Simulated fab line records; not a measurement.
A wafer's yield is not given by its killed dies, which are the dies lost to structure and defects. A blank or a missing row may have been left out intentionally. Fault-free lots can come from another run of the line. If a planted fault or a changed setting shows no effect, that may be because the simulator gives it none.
Problem report in the 8D (eight disciplines) form, filled by code + flow rit-cmos + the parts of the form that need people (team, actions taken, sign-off) are left out

== 1. PROBLEM STATEMENT ==
Across 6 wafers from 2 lots, SILICIDE_TI_RS at RIT_SILICIDE_RS_MEAS_02 averages 80.2 ohm/sq, while fault-free wafers read 47.8 ohm/sq with a standard deviation of 0.75. Measured from the usual mean, that is +43 standard deviations.
The step: measures by four-point-probe.
Earliest sighting: wafer L409.2 on film-metro-04 at day 6 20:13. The record holds 42 wafers of 14 lots with a number at this step. Rule for "out" (also "out of limits"): further than 4 standard deviations from the usual mean. The rest of the wafers with a number are treated as sound.

== 2. WHAT IT IS, WHAT IT ISN'T ==
| question                    | is                     | is not                                                                 |
|-----------------------------|------------------------|------------------------------------------------------------------------|
| which readings at this step | SILICIDE_TI_RS         | -                                                                      |
| which lots                  | L409, L411             | L392, L394, L395, L396, L397, L398, L399, L400, L402, L403, L405, L414 |
| which wafers of those lots  | all that have a number | -                                                                      |
| read on which gauges        | film-metro-04          | film-metro-02, film-metro-03                                           |
| when                        | from day 6 20:13       | up to then (33 sound wafers); but 3 sound wafers of L414 came after    |

== 3. THE SUSPECTS, EACH WITH WHAT RULES IT OUT ==
Counting: a tool at any process step up to the reading remains a suspect when it ran all the lots that are out and ran no sound lot after the first of those.
- the gauge at RIT_SILICIDE_RS_MEAS_02: kept. All the wafers that are out were read on film-metro-04, and no step on other tools shows them out.
- pvd-sputter-03 at RIT_SILICIDE_SPUTTER_01 (material Ti, target thk 30 nm, time 240 s): kept. It processed each lot that is out, first L409 at day 6 20:02, and no sound lot thereafter; up to then, the last sound lot it processed was L405 at day 6 00:58.
Remaining after the count are pvd-sputter-03 at RIT_SILICIDE_SPUTTER_01 and film-metro-04 at RIT_SILICIDE_RS_MEAS_02.

== 4. THE CAUSE (what the simulator had put in) ==
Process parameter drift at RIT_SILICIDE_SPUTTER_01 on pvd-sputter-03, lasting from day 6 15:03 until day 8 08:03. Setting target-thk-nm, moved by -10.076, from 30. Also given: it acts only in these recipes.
Counting leaves 2 suspects; this tool is one of them.

== 5. THE CHAIN OF EFFECTS, in route order ==
Each row: a reading whose mean over the struck wafers that have a number lies more than 3 standard deviations from the usual. Readings are gone through only where the record gives a usual standard deviation; hours: the median, over the lots, of the time from a lot's start at the first step in this table giving one to that lot's start at this step; sigmas: the change measured in usual standard deviations.
| hours | step                     | reading         | usual       | on struck wafers | change | sigmas |
|-------|--------------------------|-----------------|-------------|------------------|--------|--------|
| 0     | RIT_SILICIDE_RS_MEAS_02  | SILICIDE_TI_RS  | 47.8 ohm/sq | 80.2             | +32.4  | +43    |
| 0     | RIT_SILICIDE_THK_MEAS_03 | SILICIDE_TI_THK | 30.0 nm     | 19.9             | -10.1  | -22    |

== 6. HOW IT WOULD HAVE BEEN CAUGHT EARLIER ==
5 hours passed between the start of the fault at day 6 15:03 and the first reading out of limits at a measuring or inspecting step in this record, taken at day 6 20:13.
No tool reading at RIT_SILICIDE_SPUTTER_01 that has a usual standard deviation in the record was out on any struck wafer, so an alarm limit of 4 standard deviations on those readings would not have fired.
Lots out: 2; of these, L411 started RIT_SILICIDE_SPUTTER_01 on pvd-sputter-03 after day 6 20:13. Had the tool been put on hold then, it would have been spared.
